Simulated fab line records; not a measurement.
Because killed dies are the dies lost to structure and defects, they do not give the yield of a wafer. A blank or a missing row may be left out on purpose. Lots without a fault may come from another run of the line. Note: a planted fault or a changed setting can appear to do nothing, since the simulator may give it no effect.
A struck lot beside a sound one | flow ritCmos | 45 steps out of a route of 202
Sound: the wafers L278.2, L278.4, L278.5. Struck: wafers L285.1, L285.2, L285.5. The cause comes at the end.
Per side, at each step with rows, come the tool, then ch with its chambers, and then its first start. Under that, the readings that differ: sound wafers | struck wafers | difference of the means | sigmas: that difference in standard deviations of wafers without a fault.
alike: same words and numbers on both sides, and readings whose means sit less than 2 such deviations apart. not compared: any withheld reading, any reading some wafer has no value for, any bound like >300 that may hide the same value, and any number with overlapping values for which the record gives no deviation.
A row with sigmas, a row that says differs or no value, or rows on one side alone: a step with any of these is where the two part. Numbers that don't overlap but have no deviation are shown without sigmas and don't part them. A reading missing from all wafers of one side parts the sides only when that side holds two or more wafers.

first, 1 step without rows for these wafers: RIT_ACTIVE_DEVELOP_10 (develop time 50 s).
RIT_ACTIVE_CD_MEAS_11 targets a cd of 1400 nm.
  sound on cdSem-02 at day 2 00:44; struck on cdSem-01 at day 3 13:26
  alike: cdNm
then, 1 step without rows for these wafers: RIT_ACTIVE_HARDBAKE_12 (time 60 s).
RIT_ACTIVE_ETCH_13: etches Si3N4 in SF6, stops on SiO2, time 210 s, target depth 210 nm.
  sound on rieDiel-04 ch 0,2,3, day 2 01:04; struck on rieDiel-02 ch 1,3, day 3 13:43
reading             | sound             | struck            | difference | sigmas
oesProductAu (a.u.) | 0.829 0.803 0.827 | 0.864 0.859 0.853 | +0.039     | +2
  alike: drypumpMotorCurrentA, throttleValvePct
  not compared: rfHoursCounterH
RIT_ACTIVE_STRIP_14: strips in O2, time 180 s.
  sound on plasmaAsher-02 ch 0,1, day 2 01:13; struck on plasmaAsher-04 ch 0,1, day 3 13:50
  alike: drypumpMotorCurrentA
  not compared: rfHoursCounterH
RIT_ACTIVE_CD_MEAS_90 targets a cd of 1400 nm.
  sound on cdSem-02 at day 2 01:24; struck on cdSem-02 at day 3 14:01
  alike: cdNm
then, 4 steps without rows for these wafers: RIT_ACTIVE_CLEAN_15 (cleans in SC1, time 600 s); RIT_ACTIVE_CLEAN_16 (cleans in dHF, time 30 s); RIT_ACTIVE_CLEAN_17 (cleans in SC2, time 600 s); RIT_FOX1_OXIDATION_00 (target thk 350.7 nm, ox time 1130 s).
RIT_FOX1_THK_MEAS_01:
  sound on filmMetro-04 at day 2 06:11; struck on filmMetro-04 at day 3 21:20
  alike: FOX1_OXIDE_THK
then, 1 step without rows for these wafers: RIT_FOX1_WET_ETCH_02 (etches SiO2 in BOE, target depth 350 nm, time 390 s).
RIT_FOX2_OXIDATION_00: target thk 350.7 nm, ox time 1130 s.
  sound on furnace-03 ch 0, day 2 06:48; struck on furnace-03 ch 0, day 3 23:16
reading                                    | sound                | struck               | difference | sigmas
spikeTcCentreC (C)                         | 1102.0 1101.6 1102.0 | 1116.3 1116.5 1116.2 | +14.5      | +14
spikeTcLoadC (C)                           | 1134.3 1129.3 1130.3 | 1147.4 1146.5 1145.3 | +15.1      | +7
spikeTcSourceC (C)                         | 1125.7 1127.4 1128.2 | 1144.2 1144.6 1144.0 | +17.2      | +7
tubeCenterTempC (C)                        | 1100.1 1099.9 1100   | 1115.2 1114.9 1115   | +15.0      | +99 or more
tube_center_temp_C_max                     | 1103.6 1102.7 1102.8 | 1117.6 1118.5 1117.8 | +14.9      | +32
model.SiO2_of_FOX2_OXIDATION_00.thkNm (nm) | 338.9 337.7 337.5    | 372.2 373.5 368.2    | +33.3      | 
RIT_FOX2_THK_MEAS_01:
  sound on filmMetro-04 at day 2 08:08; struck on filmMetro-04 at day 4 00:35
reading             | sound       | struck      | difference | sigmas
FOX2_OXIDE_THK (nm) | 339 338 338 | 372 374 368 | +33        | +6
then, 2 steps without rows for these wafers: RIT_FOX2_CLEAN_02 (cleans in dHF, time 180 s); RIT_FOX2_WET_ETCH_03 (etches Si3N4 in H3PO4, target depth 195 nm, time 2700 s).
RIT_FOX2_THK_MEAS_90:
  sound on filmMetro-04 at day 2 09:00; struck on filmMetro-04 at day 4 01:32
reading                     | sound       | struck      | difference | sigmas
FIELD_OXIDE_LEFT_1_THK (nm) | 311 310 310 | 344 346 341 | +33        | +6
then, 6 steps without rows for these wafers: RIT_NWELL_HMDS_00 (prime time 60 s); RIT_NWELL_COAT_01 (resist thk 1300 nm); RIT_NWELL_SOFTBAKE_02 (time 60 s); RIT_NWELL_EXPOSE_03 (exposes mask M2, target cd 43900 nm); RIT_NWELL_PEB_04; RIT_NWELL_DEVELOP_05 (develop time 68 s).
RIT_NWELL_OVL_MEAS_06:
  sound on overlay-01 at day 2 10:04; struck on overlay-02 at day 4 02:44
  alike: NWELL_OVL
then, 2 steps without rows for these wafers: RIT_NWELL_HARDBAKE_07 (time 120 s); RIT_NWELL_IMPLANT_08.
RIT_NWELL_STRIP_09: strips in O2, time 180 s.
  sound on plasmaAsher-02 ch 0, day 2 10:30; struck on plasmaAsher-01 ch 0,1, day 4 03:10
  alike: drypumpMotorCurrentA
  not compared: rfHoursCounterH
RIT_NWELL_TW_MEAS_10:
  sound on filmMetro-02 at day 2 10:41; struck on filmMetro-02 at day 4 03:20
  alike: NWELL_TW
then, 6 steps without rows for these wafers: RIT_PWELL_HMDS_00 (prime time 60 s); RIT_PWELL_COAT_01 (resist thk 1300 nm); RIT_PWELL_SOFTBAKE_02 (time 60 s); RIT_PWELL_EXPOSE_03 (exposes mask M3, target cd 43700 nm); RIT_PWELL_PEB_04; RIT_PWELL_DEVELOP_05 (develop time 68 s).
RIT_PWELL_OVL_MEAS_06:
  sound on overlay-01 at day 2 11:37; struck on overlay-01 at day 4 04:19
  alike: PWELL_OVL
then, 2 steps without rows for these wafers: RIT_PWELL_HARDBAKE_07 (time 120 s); RIT_PWELL_IMPLANT_08.
RIT_PWELL_STRIP_09: strips in O2, time 180 s.
  sound on plasmaAsher-04 ch 0,1, day 2 12:03; struck on plasmaAsher-02 ch 0,1, day 4 04:44
  alike: drypumpMotorCurrentA
  not compared: rfHoursCounterH
RIT_PWELL_TW_MEAS_10:
  sound on filmMetro-01 at day 2 12:14; struck on filmMetro-04 at day 4 04:55
  alike: PWELL_TW
then, 1 step without rows for these wafers: RIT_WELLDRIVE_ANNEAL_00 (time 14700 s).
RIT_WELLDRIVE_RS_MEAS_01: the measuring method here is four-point-probe.
  sound on filmMetro-04 at day 2 18:25; struck on filmMetro-04 at day 4 10:09
  alike: NWELL_RS
RIT_WELLDRIVE_RS_MEAS_02: the measuring method here is four-point-probe.
  sound on filmMetro-04 at day 2 18:32; struck on filmMetro-04 at day 4 10:16
  alike: PWELL_RS
RIT_FOX2_THK_MEAS_91:
  sound on filmMetro-04 at day 2 22:31; struck on filmMetro-03 at day 4 15:14
reading                     | sound       | struck      | difference | sigmas
FIELD_OXIDE_LEFT_2_THK (nm) | 243 242 242 | 278 280 274 | +35        | +6
RIT_SILICIDE_WET_ETCH_00: etches SiO2 in BOE, target depth 14 nm, time 15 s.
  sound on wetBench-01 ch 1, day 3 19:04; struck on wetBench-03 ch 0, day 5 13:49
reading                                    | sound           | struck            | difference | sigmas
model.SiO2_of_FOX2_OXIDATION_00.thkNm (nm) | 138 136.9 137.3 | 173.1 174.6 169.3 | +34.9      | 
RIT_M1_PROBE_99:
  sound on prober-01 at day 4 02:08; struck on prober-02 at day 5 21:19
reading                       | sound             | struck            | difference | sigmas
model.etest.nldd.widthNm (nm) | 3202 3209 3222    | 3135 3146 3142    | -70        | 
model.etest.pldd.widthNm (nm) | 3205 3216 3194    | 3128 3142 3127    | -73        | 
model.etest.pwell.rsOhmSq     | 409.3 406.8 409.8 | 416.9 423 415.8   | +9.9       | 
model.etest.fieldN.vtV (V)    | 32.97 32.83 32.79 | 37.71 37.82 37.16 | +4.70      | 
  alike: killedAtContacts, killedAtFrontEnd, killedDies, killedOpen, killedShort

== WHERE THEY PART ==
Earliest at RIT_ACTIVE_ETCH_13; latest, in this record, at RIT_FOX2_THK_MEAS_91. Later steps at which nothing parts them and some readings are alike: RIT_M1_PROBE_99.

WHY: whatever the simulator had introduced
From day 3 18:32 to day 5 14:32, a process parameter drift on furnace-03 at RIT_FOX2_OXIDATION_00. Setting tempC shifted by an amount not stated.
